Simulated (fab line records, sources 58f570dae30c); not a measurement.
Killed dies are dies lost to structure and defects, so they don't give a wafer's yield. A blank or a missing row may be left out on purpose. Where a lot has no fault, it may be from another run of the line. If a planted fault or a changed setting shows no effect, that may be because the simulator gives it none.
8D (eight disciplines) problem report, filled in by code    flow berkeleyCmos170    the parts of the form that need people (team, actions taken, sign-off) are left out

## 1. WHAT IS WRONG
PWELL_TW at UCB170_PWELL_TW_MEAS_17 reads a mean of 425 on 6 wafers of 2 lots; wafers without a fault read 379 with a standard deviation of 4.5. Relative to the usual mean, that is a shift of +10 standard deviations.
The first sign was on wafer L917.2 at day 6 20:59, on filmMetro-01. At this step, 42 wafers from 14 lots have a number in the record. Rule for "out", or "out of limits": more than 4 standard deviations from the usual mean. The other wafers with a number count as sound.

## 2. WHAT IT IS; WHAT IT IS NOT
question                     is                          is not
which readings at this step  PWELL_TW                    -
which lots                   L917, L919                  L901, L902, L903, L906, L907, L909, L910, L911, L914, L920, L922, L923
which wafers of those lots   all that have a number      -
read on which gauges         filmMetro-01, filmMetro-04  filmMetro-02
when                         from day 6 20:59            up to then (27 sound wafers); but 9 sound wafers of L920, L922, L923 came after

## 3. THE SUSPECTS, EACH WITH WHAT RULES IT OUT
Counting: any tool at a process step up to the reading is kept as a suspect provided that every lot that is out went through it and no sound lot did after the first of them.
- the gauge at UCB170_PWELL_TW_MEAS_17: ruled out. Those wafers that are out were read across 2 gauges (filmMetro-01, filmMetro-04).
- plasmaAsher-01 at UCB170_ZERO_STRIP_07 (strips in O2): ruled out as a lasting fault. Sound lots L920, L923 ran on it after its first lot that is out, L917 (day 5 09:56).
- implanter-02 at UCB170_PWELL_IMPLANT_15: kept. It ran every lot that is out, first L917 (day 6 20:46), and no sound lot after that; its last sound lot up to then is L914 (day 6 19:38). Its own doseIonsCm2, faradayCurrentUA readings are out on those wafers.
Left after counting: implanter-02 at UCB170_PWELL_IMPLANT_15.

## 4. THE CAUSE (what the simulator had put in)
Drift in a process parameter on implanter-02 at UCB170_PWELL_IMPLANT_15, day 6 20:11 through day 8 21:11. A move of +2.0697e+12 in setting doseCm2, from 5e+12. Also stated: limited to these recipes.
This tool alone remained once counting was done.

## 5. THE CHAIN OF EFFECTS, in route order
Each row: a reading where the mean over the struck wafers with a number is more than 3 standard deviations away from the usual. Readings are gone through only where the record gives a usual standard deviation; hours: the median, over the lots, of the time from a lot's start at the first step in this table giving one to that lot's start at this step; sigmas: the change measured in usual standard deviations.
hours  step                     reading           usual      on struck wafers  change      sigmas
0      UCB170_PWELL_IMPLANT_15  doseIonsCm2       4.999e+12  7.068e+12         +2.068e+12  +99 or more
0      UCB170_PWELL_IMPLANT_15  faradayCurrentUA  15.9       22.7              +6.8        +21
0      UCB170_PWELL_TW_MEAS_17  PWELL_TW          379        425               +46         +10
Process steps it contains:
- UCB170_PWELL_IMPLANT_15
Later steps that measure or inspect, where all struck wafers having a row at the step show a number for every such reading and not one has moved that far: UCB170_FIELD_THK_MEAS_02.

## 6. HOW IT WOULD HAVE BEEN CAUGHT EARLIER
In this record the first reading out of limits at a measuring or inspecting step was taken at day 6 20:59, 1 hour after the fault began at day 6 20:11.
Tool's own readings at UCB170_PWELL_IMPLANT_15, doseIonsCm2, faradayCurrentUA: out on all struck wafers the step has rows for; an alarm limit on them would have tripped on the first.
Among the 2 lots that are out, L919 began UCB170_PWELL_IMPLANT_15 on implanter-02 after day 6 20:59. Holding the tool at that time would have saved it.
